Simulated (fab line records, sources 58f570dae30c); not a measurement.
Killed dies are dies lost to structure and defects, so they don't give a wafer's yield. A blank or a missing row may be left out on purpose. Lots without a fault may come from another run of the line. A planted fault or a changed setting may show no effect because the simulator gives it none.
Split-lot experiment | flow berkeley_cmos170 | 5 lots, 23 wafers read, on a route of 331 steps

THE SPLIT
At UCB170_PVT_COAT_01 (resist thk 900 nm), the setting resist_thk_nm was moved away from the recipe's 900 nm on 10 of the 23 wafers read, by -2.5% to +3.9%. The other wafers ran this setting at the recipe's value.

The reading is taken at the split's own step.

THE READING
KrF_of_PVT_COAT_01.thk_nm (the simulator's own value, which no gauge read), in nm, at UCB170_PVT_COAT_01 (resist thk 900 nm). The file gives no usual value for it. The 13 wafers here that ran the recipe average 899.0 nm, standard deviation 1.8 nm.

wafer  | tool, chamber at the split | resist_thk_nm as run, nm | against the recipe | KrF_of_PVT_COAT_01.thk_nm, nm | against lot-mates on the recipe
L075.3 | litho_track-04, 0          | 900                      | recipe             | 896.3                         | -
L075.4 | litho_track-04, 0          | 900                      | recipe             | 897                           | -
L075.6 | litho_track-04, 0          | 900                      | recipe             | 897.1                         | -
L074.1 | litho_track-03, 0          | 884.4                    | -1.7%              | 882.3                         | -18.0
L074.2 | litho_track-03, 0          | 884.4                    | -1.7%              | 880.9                         | -19.4
L074.3 | litho_track-03, 0          | 884.4                    | -1.7%              | 882.7                         | -17.5
L074.4 | litho_track-03, 0          | 900                      | recipe             | 900.8                         | -
L074.5 | litho_track-03, 0          | 900                      | recipe             | 899.7                         | -
L080.1 | litho_track-03, 0          | 900                      | recipe             | 896.3                         | -
L080.3 | litho_track-03, 0          | 900                      | recipe             | 899.8                         | -
L080.4 | litho_track-03, 0          | 900                      | recipe             | 899.1                         | -
L080.5 | litho_track-03, 0          | 914                      | +1.6%              | 912.7                         | +14.3
L080.6 | litho_track-03, 0          | 914                      | +1.6%              | 914                           | +15.6
L081.1 | litho_track-02, 0          | 934.7                    | +3.9%              | 936.1                         | +35.2
L081.2 | litho_track-02, 0          | 900                      | recipe             | 902                           | -
L081.3 | litho_track-02, 0          | 900                      | recipe             | 899.8                         | -
L081.4 | litho_track-02, 0          | 934.7                    | +3.9%              | 933.7                         | +32.8
L081.6 | litho_track-02, 0          | 900                      | recipe             | 901                           | -
L083.1 | litho_track-03, 0          | 877.1                    | -2.5%              | 878.3                         | -20.8
L083.2 | litho_track-03, 0          | 877.1                    | -2.5%              | 874.9                         | -24.1
L083.4 | litho_track-03, 0          | 900                      | recipe             | 900                           | -
L083.5 | litho_track-03, 0          | 900                      | recipe             | 898.1                         | -
L083.6 | litho_track-03, 0          | 877.1                    | -2.5%              | 878                           | -21.0

THE FIT
A straight line over all 23 wafers: KrF_of_PVT_COAT_01.thk_nm changes by +9.17 nm for each +1% of resist_thk_nm; r = +0.99; the points scatter about the line by 1.8 nm.
The same after taking each lot's own level away (the mean of its wafers on the recipe; 23 wafers): +9.06 nm for each +1%; r = +1.00; scatter 1.5 nm.
On that fit, the largest move of resist_thk_nm shifts the reading by 35 nm.
The lots' own levels span 896.80 to 900.93 nm, that is 2.3 times the standard deviation above.
So the lot-to-lot level changes the slope little: the two slopes agree.
Check: with one of the wafers moved furthest among these (+3.9%) left out of the fit, the line predicts +34.5 nm for it against its lot-mates. It came out at +35.2 nm against them.

OTHER SPLITS ON THESE WAFERS
These wafers also went through other splits before the reading. Each is held against what the fit with the lots' levels taken away leaves over:
other split on the same wafers         | wafers away from the commonest value | r with KrF_of_PVT_COAT_01.thk_nm (lot level and that fit taken away)
UCB170_START_OXIDATION_02 temp_c       | 18                                   | -0.47
UCB170_NWELL_OXIDATION_01 ox_time_s    | 15                                   | +0.01
UCB170_NWELL_ETCH_13 time_s            | 8                                    | +0.16
UCB170_WELLDRIVE_OXIDATION_01 temp_c   | 15                                   | -0.27
UCB170_ACTIVE_COAT_08 resist_thk_nm    | 9                                    | +0.00
UCB170_PFIELD_IMPLANT_07 dose_cm2      | 8                                    | -0.35
UCB170_SCREENOX_OXIDATION_01 ox_time_s | 18                                   | -0.11
UCB170_NVT_IMPLANT_07 dose_cm2         | 7                                    | +0.23

THE WHOLE CHAIN: every reading that the file lists as answering this split, in the file's order
step                | what it does      | reading                                                                    | change (the file's fit)              | r (the file's)
UCB170_PVT_COAT_01  | resist thk 900 nm | KrF_of_PVT_COAT_01.thk_nm (the simulator's own value, which no gauge read) | +9.04 nm for each +1% of the setting | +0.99
UCB170_PVT_STRIP_08 | strips in O2      | strip_time_to_endpoint_s                                                   | withheld for each +1% of the setting | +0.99

THE FILE'S OWN FIT
KrF_of_PVT_COAT_01.thk_nm changes by +9.04 nm for each +1% of resist_thk_nm, r = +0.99.
